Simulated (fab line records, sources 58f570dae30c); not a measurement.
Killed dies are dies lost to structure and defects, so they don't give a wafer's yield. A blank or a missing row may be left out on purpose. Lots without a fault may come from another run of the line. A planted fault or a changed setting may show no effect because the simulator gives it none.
Problem report in the 8D (eight disciplines) form, filled by code | flow berkeley_cmos170 | the parts of the form that need people (team, actions taken, sign-off) are left out

1. THE PROBLEM
run_length_s at UCB170_SPACER_ETCHBACK_03 reads a mean of 103.2 s on 2 wafers of 2 lots; wafers without a fault read 128.3 s with a standard deviation of 0.38. That is -66 standard deviations from the usual mean.
The step: etches SiO2 in CHF3/CF4/Ar, stops on Si, target depth 376 nm, time 100 s.
First seen on wafer L190.3, day 8 23:54, on rie_diel-02. The record holds 42 wafers of 14 lots with a number at this step. Rule for "out", or "out of limits": more than 4 standard deviations from the usual mean. The other wafers with a number count as sound.

2. WHAT IT IS AND WHAT IT IS NOT
question                    | is                           | is not
which readings at this step | run_length_s, oes_product_au | drypump_motor_current_A, mfc_ar_sccm, throttle_valve_pct
which lots                  | L190, L192                   | L183, L184, L185, L186, L187, L188, L189, L196, L199, L201, L202, L203
which wafers of those lots  | L190.3, L192.5               | L190.1, L190.2, L192.2, L192.4
read on which tools         | rie_diel-02                  | rie_diel-03, rie_diel-04
when                        | from day 8 23:54             | up to then (23 sound wafers); but 17 sound wafers of L192, L196, L199, L201, L202, L203 came after

3. SUSPECTS, AND WHAT RULES EACH OUT
Counting: a tool at a process step up to the reading stays a suspect if it ran every lot that is out. Sound lots after the first of them don't rule it out here, since some wafers of a struck lot are sound.
- plasma_asher-04 at UCB170_NLDD_STRIP_10 (strips in O2): kept. It ran every lot that is out, first L190 (day 8 16:47); its last sound lot up to then is L187 (day 7 19:34).
- rie_diel-02 at UCB170_SPACER_ETCHBACK_03 (etches SiO2 in CHF3/CF4/Ar, stops on Si, target depth 376 nm, time 100 s): kept. It ran every lot that is out, first L190 (day 8 23:54); its last sound lot up to then is L188 (day 8 17:47). Its own readings are out on those wafers: oes_product_au, run_length_s.
- Within rie_diel-02 at UCB170_SPACER_ETCHBACK_03: the wafers that are out ran in chamber 0; their sound lot-mates ran in chambers 1, 2, 3.
Left after counting: plasma_asher-04 at UCB170_NLDD_STRIP_10, rie_diel-02 at UCB170_SPACER_ETCHBACK_03.

4. THE CAUSE (what the simulator had put in)
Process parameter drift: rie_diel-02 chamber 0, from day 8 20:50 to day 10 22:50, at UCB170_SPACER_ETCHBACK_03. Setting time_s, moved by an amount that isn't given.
Counting left 2 suspects, and this tool is among them.

5. THE CHAIN OF EFFECTS, in route order
Each row: a reading whose mean over the struck wafers that have a number lies more than 3 standard deviations from the usual. Only readings for which the record gives a usual standard deviation are gone through. hours: the time from each lot's start at the first step in this table that gives one to its start at this step, as a median over the lots. sigmas: the change in usual standard deviations.
hours | step                      | reading        | usual      | on struck wafers | change | sigmas
0     | UCB170_SPACER_ETCHBACK_03 | oes_product_au | 0.898 a.u. | 0.990            | +0.092 | +5.1
0     | UCB170_SPACER_ETCHBACK_03 | run_length_s   | 128.3 s    | 103.2            | -25.1  | -66
The process steps in it:
- UCB170_SPACER_ETCHBACK_03: etches SiO2 in CHF3/CF4/Ar, stops on Si, target depth 376 nm, time 100 s.

6. WHAT WOULD HAVE CAUGHT IT SOONER
In this record the first reading out of limits was taken at day 8 23:54, 3 hours after the fault began at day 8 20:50.
